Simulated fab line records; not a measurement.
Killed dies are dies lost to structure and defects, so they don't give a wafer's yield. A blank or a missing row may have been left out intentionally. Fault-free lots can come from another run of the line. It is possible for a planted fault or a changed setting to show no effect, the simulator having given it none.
8D (eight disciplines) problem report, filled in by code :: flow rit_cmos :: the parts of the form that need people (team, actions taken, sign-off) are left out

## 1. WHAT WENT WRONG
Wafers free of any fault read 48.0 ohm/sq (standard deviation 0.82) for SILICIDE_TI_RS at RIT_SILICIDE_RS_MEAS_02, against a mean of 72.1 ohm/sq on 6 wafers of 2 lots. That is +29 standard deviations from the usual mean.
The step: measures by four-point-probe.
Earliest sighting: wafer L926.3 on film_metro-03 at day 7 01:46. The record has a number at this step for 42 wafers belonging to 14 lots. Rule for "out" (also "out of limits"): further than 4 standard deviations from the usual mean. All remaining wafers that have a number are taken as sound.

## 2. WHAT THIS IS AND IS NOT
question: which readings at this step
is: SILICIDE_TI_RS
is not: -

question: which lots
is: L926, L930
is not: L912, L913, L916, L918, L919, L920, L921, L923, L931, L932, L934, L935

question: which wafers of those lots
is: all that have a number
is not: -

question: read on which gauges
is: film_metro-01, film_metro-03
is not: film_metro-02

question: when
is: from day 7 01:46
is not: up to then (24 sound wafers); but 12 sound wafers of L931, L932, L934, L935 came after

## 3. SUSPECTS, AND WHAT RULES EACH OUT
Counting: a tool at a process step up to the reading stays a suspect if it ran every lot that is out and no sound lot after the first of them.
- the gauge at RIT_SILICIDE_RS_MEAS_02 has been ruled out. 2 gauges (film_metro-01, film_metro-03) read the wafers that are out.
- pvd_sputter-03 at RIT_SILICIDE_SPUTTER_01 (material Ti, target thk 30 nm, time 240 s): kept. It ran every lot that is out, first L926 (day 7 01:35), and no sound lot after that; its last sound lot up to then is L923 (day 6 08:16).
Left after counting: pvd_sputter-03 at RIT_SILICIDE_SPUTTER_01.

## 4. THE CAUSE (what the simulator had put in)
Site profile drift: pvd_sputter-03, from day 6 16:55 on, at RIT_SILICIDE_SPUTTER_01. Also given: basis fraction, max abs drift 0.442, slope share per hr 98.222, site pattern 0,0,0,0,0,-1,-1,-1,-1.
Only this tool survived the counting.

## 5. SEQUENCE OF EFFECTS, ordered by route
Each row: a reading whose mean over the struck wafers that have a number lies more than 3 standard deviations from the usual. Readings are gone through only where the record gives a usual standard deviation; hours: the median, over the lots, of the time from a lot's start at the first step in this table giving one to that lot's start at this step; sigmas: the change measured in usual standard deviations.
hours: 0
step: RIT_SILICIDE_RS_MEAS_02
reading: SILICIDE_TI_RS
usual: 48.0 ohm/sq
on struck wafers: 72.1
change: +24.1
sigmas: +29

hours: 0
step: RIT_SILICIDE_THK_MEAS_03
reading: SILICIDE_TI_THK
usual: 29.6 nm
on struck wafers: 23.5
change: -6.1
sigmas: -14

## 6. WHAT WOULD HAVE CAUGHT IT SOONER
The first out-of-limits reading at a measuring or inspecting step in this record came at day 7 01:46, 9 hours after the fault's start at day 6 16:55.
Of the tool readings at RIT_SILICIDE_SPUTTER_01 for which the record gives a usual standard deviation, none was out on any struck wafer, so an alarm limit of 4 standard deviations on them would not have fired.
Among the 2 lots that are out, L930 began RIT_SILICIDE_SPUTTER_01 on pvd_sputter-03 after day 7 01:46. A hold on the tool at that time would have spared it.
